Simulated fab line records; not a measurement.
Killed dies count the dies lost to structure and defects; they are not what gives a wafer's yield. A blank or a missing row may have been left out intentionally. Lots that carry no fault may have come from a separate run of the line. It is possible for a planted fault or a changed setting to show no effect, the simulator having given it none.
Which of the tools did it? || flow ritCmos || 7 lots, 21 wafers sampled, at 3 steps of a route of 202

## WHAT THE GAUGES SHOWED, per wafer
RIT_GATE_THK_MEAS_09.
{"lot": "L895", "measured": "day 2 19:45", "on": "filmMetro-02", "GATE_POLY_THK (nm)": "256.7 254.9 254.8"}
{"lot": "L899", "measured": "day 3 14:08", "on": "filmMetro-01", "GATE_POLY_THK (nm)": "251.7 252.0 252.5"}
{"lot": "L906", "measured": "day 5 02:23", "on": "filmMetro-04", "GATE_POLY_THK (nm)": "210.8 210.5 208.0"}
{"lot": "L908", "measured": "day 5 16:17", "on": "filmMetro-04", "GATE_POLY_THK (nm)": "252.5 253.2 253.4"}
{"lot": "L910", "measured": "day 5 21:02", "on": "filmMetro-04", "GATE_POLY_THK (nm)": "255.4 257.4 255.5"}
{"lot": "L913", "measured": "day 6 13:16", "on": "filmMetro-02", "GATE_POLY_THK (nm)": "258.1 258.5 259.7"}
{"lot": "L915", "measured": "day 7 08:50", "on": "filmMetro-01", "GATE_POLY_THK (nm)": "259.0 259.1 259.9"}

## EACH LOT AND THE TOOL THAT RAN IT (in order: tool; ch and the chambers of the sampled wafers; start)
{"lot": "L895", "RIT_PRETRO_STRIP_09": "plasmaAsher-04 ch 0,1, day 2 14:24", "RIT_GATE_CVD_08": "lpcvd-02 ch 0, day 2 18:07"}
{"lot": "L899", "RIT_PRETRO_STRIP_09": "plasmaAsher-01 ch 0,1, day 3 10:07", "RIT_GATE_CVD_08": "lpcvd-02 ch 0, day 3 12:32"}
{"lot": "L906", "RIT_PRETRO_STRIP_09": "plasmaAsher-01 ch 0,1, day 4 22:42", "RIT_GATE_CVD_08": "lpcvd-01 ch 1, day 5 00:44"}
{"lot": "L908", "RIT_PRETRO_STRIP_09": "plasmaAsher-04 ch 0,1, day 5 08:55", "RIT_GATE_CVD_08": "lpcvd-01 ch 0, day 5 14:38"}
{"lot": "L910", "RIT_PRETRO_STRIP_09": "plasmaAsher-04 ch 0,1, day 5 17:05", "RIT_GATE_CVD_08": "lpcvd-02 ch 0, day 5 19:25"}
{"lot": "L913", "RIT_PRETRO_STRIP_09": "plasmaAsher-01 ch 0,1, day 6 08:03", "RIT_GATE_CVD_08": "lpcvd-01 ch 0, day 6 11:38"}
{"lot": "L915", "RIT_PRETRO_STRIP_09": "plasmaAsher-04 ch 1, day 6 21:45", "RIT_GATE_CVD_08": "lpcvd-01 ch 0, day 7 07:13"}
- RIT_PRETRO_STRIP_09: strips in O2, time 180 s.
- RIT_GATE_CVD_08: deposits poly-Si from SiH4, target thk 250 nm, time 2220 s.

## THE ANSWER, worked out from the rows above alone
Rule: the usual values come from the lots themselves. The widest of any qualifying gaps counts: lots, ordered by their means at a reading, are off when they make up no more than a third of the lots, leave a main group of 4 or more, and stand apart from it by 3 or more times the standard deviation of that group's means. A main group is skipped when, at the precision printed for the reading in the tables above, its means are all equal. Also off: a lot with no number at a reading for which 4 or more lots have one. Where the step has rows for the other lots, those lots are counted as sound.
Off: L906, at RIT_GATE_THK_MEAS_09 (GATE_POLY_THK). Mean 255.8 nm and standard deviation 2.7 in the main group.
If a tool, at a process step before that reading, ran all the lots that are off and no sound lot after the first of them, it fits. Gauges at RIT_GATE_THK_MEAS_09: tried the same way as those tools. None of those tried fits.

## WHAT THE SIMULATOR PUT IN
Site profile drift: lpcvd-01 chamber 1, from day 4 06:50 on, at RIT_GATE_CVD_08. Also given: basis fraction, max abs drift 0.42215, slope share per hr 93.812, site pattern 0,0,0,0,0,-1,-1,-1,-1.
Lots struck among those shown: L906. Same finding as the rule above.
